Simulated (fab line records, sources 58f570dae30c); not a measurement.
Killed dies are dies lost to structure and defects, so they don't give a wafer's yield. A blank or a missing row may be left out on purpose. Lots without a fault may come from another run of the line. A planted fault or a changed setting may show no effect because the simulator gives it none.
A struck lot beside a sound one | flow berkeley_cmos170 | 43 steps out of a route of 331
Sound: wafers L672.1, L672.2, L672.4. Struck: wafers L679.4, L679.5, L679.6. The cause comes at the end.
At each step with rows: each side's tool, then ch and its chambers, then its first start. Under that, the readings that differ: sound wafers | struck wafers | difference of the means | sigmas: that difference in standard deviations of wafers without a fault.
alike: readings whose means differ by less than 2 such deviations, and words and numbers that are the same on both sides. not compared: withheld readings, readings that some wafer has no value for, bounds like >300 that may hide the same value, and numbers for which the record gives no deviation and whose values overlap.
The two part at a step that has a row with sigmas, a row that says differs or no value, or rows on one side only. Numbers that don't overlap but have no deviation are shown without sigmas and don't part them. A reading that every wafer of one side lacks parts them only if that side has two wafers or more.

first, 1 step without rows for these wafers: UCB170_PLDD_IMPLANT_09.
UCB170_PLDD_STRIP_10: strips in O2.
  sound on plasma_asher-01 ch 0,1, day 8 13:15; struck on plasma_asher-01 ch 0,1, day 9 14:53
  alike: drypump_motor_current_A, oes_product_au, strip_time_to_endpoint_s
  not compared: rf_hours_counter_h
UCB170_PLDD_TW_MEAS_11:
  sound on film_metro-02, day 8 13:21; struck on film_metro-04, day 9 15:01
  alike: PLDD_TW
then, 7 steps without rows for these wafers: UCB170_PLDD_CLEAN_12 (cleans in SPM, time 600 s); UCB170_NLDD_HMDS_00 (prime time 60 s); UCB170_NLDD_COAT_01 (resist thk 900 nm); UCB170_NLDD_SOFTBAKE_02 (time 60 s); UCB170_NLDD_EXPOSE_03 (exposes mask NSELECT, target cd 1200 nm); UCB170_NLDD_PEB_04; UCB170_NLDD_DEVELOP_05 (develop time 45 s).
UCB170_NLDD_CD_MEAS_06: target cd 1200 nm.
  sound on cd_sem-02, day 8 14:34; struck on cd_sem-01, day 9 17:29
  alike: cd_nm
UCB170_NLDD_OVL_MEAS_07:
  sound on overlay-02, day 8 14:41; struck on overlay-01, day 9 17:34
  alike: NLDD_OVL
UCB170_NLDD_IMPLANT_08:
  sound on implanter-02 ch 0, day 8 14:43; struck on implanter-02 ch 0, day 9 17:39
  reading            | sound                 | struck                        | difference | sigmas
  dose_ions_cm2      | 4.999e+13 5e+13 5e+13 | 3.091e+13 3.085e+13 3.085e+13 | -1.913e+13 | -99 or more
  faraday_current_uA | 150.2 160.7 159.8     | 98.9 99.7 95.3                | -58.9      | -20
then, 1 step without rows for these wafers: UCB170_NLDD_IMPLANT_09.
UCB170_NLDD_STRIP_10: strips in O2.
  sound on plasma_asher-01 ch 0,1, day 8 15:01; struck on plasma_asher-01 ch 0,1, day 9 17:55
  alike: drypump_motor_current_A, oes_product_au, strip_time_to_endpoint_s
  not compared: rf_hours_counter_h
UCB170_NLDD_TW_MEAS_11:
  sound on film_metro-02, day 8 15:07; struck on film_metro-02, day 9 18:14
  reading | sound          | struck         | difference | sigmas
  NLDD_TW | 2246 2245 2223 | 2110 2098 2106 | -133       | -12
  not compared: hold
UCB170_SPACER_CVD_00: deposits SiO2 from TEOS/O2, target thk 376 nm, time 47 s.
  sound on pecvd-03 ch 0,1,2, day 8 15:21; struck on pecvd-01 ch 0,1,2, day 9 22:26
  alike: heater_power_w, susceptor_temp_C
UCB170_SPACER_THK_MEAS_01:
  sound on film_metro-03, day 8 15:23; struck on film_metro-01, day 9 22:29
  alike: SPACER_TEOS_THK
then, 1 step without rows for these wafers: UCB170_SPACER_ANNEAL_02 (time 1800 s).
UCB170_SPACER_ETCHBACK_03: etches SiO2 in CHF3/CF4/Ar, stops on Si, target depth 376 nm, time 100 s.
  sound on rie_diel-02 ch 0,1,2, day 8 18:07; struck on rie_diel-02 ch 0,1,2, day 10 00:52
  reading                | sound     | struck | difference                    | sigmas
  rf_hours_counter_h (h) | 87 18 151 | - - -  | no value on the struck wafers |
  alike: drypump_motor_current_A, oes_product_au, throttle_valve_pct
then, 6 steps without rows for these wafers: UCB170_PSD_HMDS_00 (prime time 60 s); UCB170_PSD_COAT_01 (resist thk 900 nm); UCB170_PSD_SOFTBAKE_02 (time 60 s); UCB170_PSD_EXPOSE_03 (exposes mask PSELECT MOD, target cd 1200 nm); UCB170_PSD_PEB_04; UCB170_PSD_DEVELOP_05 (develop time 45 s).
UCB170_PSD_CD_MEAS_06: target cd 1200 nm.
  sound on cd_sem-01, day 8 19:23; struck on cd_sem-01, day 10 02:05
  alike: cd_nm
UCB170_PSD_OVL_MEAS_07:
  sound on overlay-01, day 8 19:31; struck on overlay-01, day 10 02:10
  alike: PSD_OVL
then, 1 step without rows for these wafers: UCB170_PSD_IMPLANT_08.
UCB170_PSD_STRIP_09: strips in O2.
  sound on plasma_asher-01 ch 0,1, day 8 19:42; struck on plasma_asher-03 ch 0,1, day 10 02:22
  alike: drypump_motor_current_A, oes_product_au, strip_time_to_endpoint_s
  not compared: rf_hours_counter_h
UCB170_PSD_TW_MEAS_10:
  sound on film_metro-02, day 8 19:48; struck on film_metro-02, day 10 02:27
  alike: PSD_TW
then, 7 steps without rows for these wafers: UCB170_PSD_CLEAN_11 (cleans in SPM, time 600 s); UCB170_NSD_HMDS_00 (prime time 60 s); UCB170_NSD_COAT_01 (resist thk 900 nm); UCB170_NSD_SOFTBAKE_02 (time 60 s); UCB170_NSD_EXPOSE_03 (exposes mask NSELECT MOD, target cd 1200 nm); UCB170_NSD_PEB_04; UCB170_NSD_DEVELOP_05 (develop time 45 s).
UCB170_NSD_CD_MEAS_06: target cd 1200 nm.
  sound on cd_sem-02, day 8 22:17; struck on cd_sem-02, day 10 04:10
  alike: cd_nm
UCB170_NSD_OVL_MEAS_07:
  sound on overlay-01, day 8 22:24; struck on overlay-01, day 10 04:14
  alike: NSD_OVL
then, 1 step without rows for these wafers: UCB170_NSD_IMPLANT_08.
UCB170_SDANNEAL_RS_MEAS_05: measures by four-point-probe.
  sound on film_metro-02, day 9 00:49; struck on film_metro-02, day 10 06:48
  reading          | sound             | struck            | difference | sigmas
  NLDD_RS (ohm/sq) | 616.0 614.4 614.0 | 710.5 709.6 711.0 | +95.6      | +56
  not compared: hold
UCB170_M3_PROBE_99:
  the record has rows for the sound wafers here (prober-01, day 10 03:06) and none for the struck ones

WHERE THEY PART
First at UCB170_NLDD_IMPLANT_08; last, within this record, at UCB170_M3_PROBE_99.

WHY: what the simulator had put in
Process parameter drift: implanter-02, from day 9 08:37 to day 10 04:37, at UCB170_NLDD_IMPLANT_08. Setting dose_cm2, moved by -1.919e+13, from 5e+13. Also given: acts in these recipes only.
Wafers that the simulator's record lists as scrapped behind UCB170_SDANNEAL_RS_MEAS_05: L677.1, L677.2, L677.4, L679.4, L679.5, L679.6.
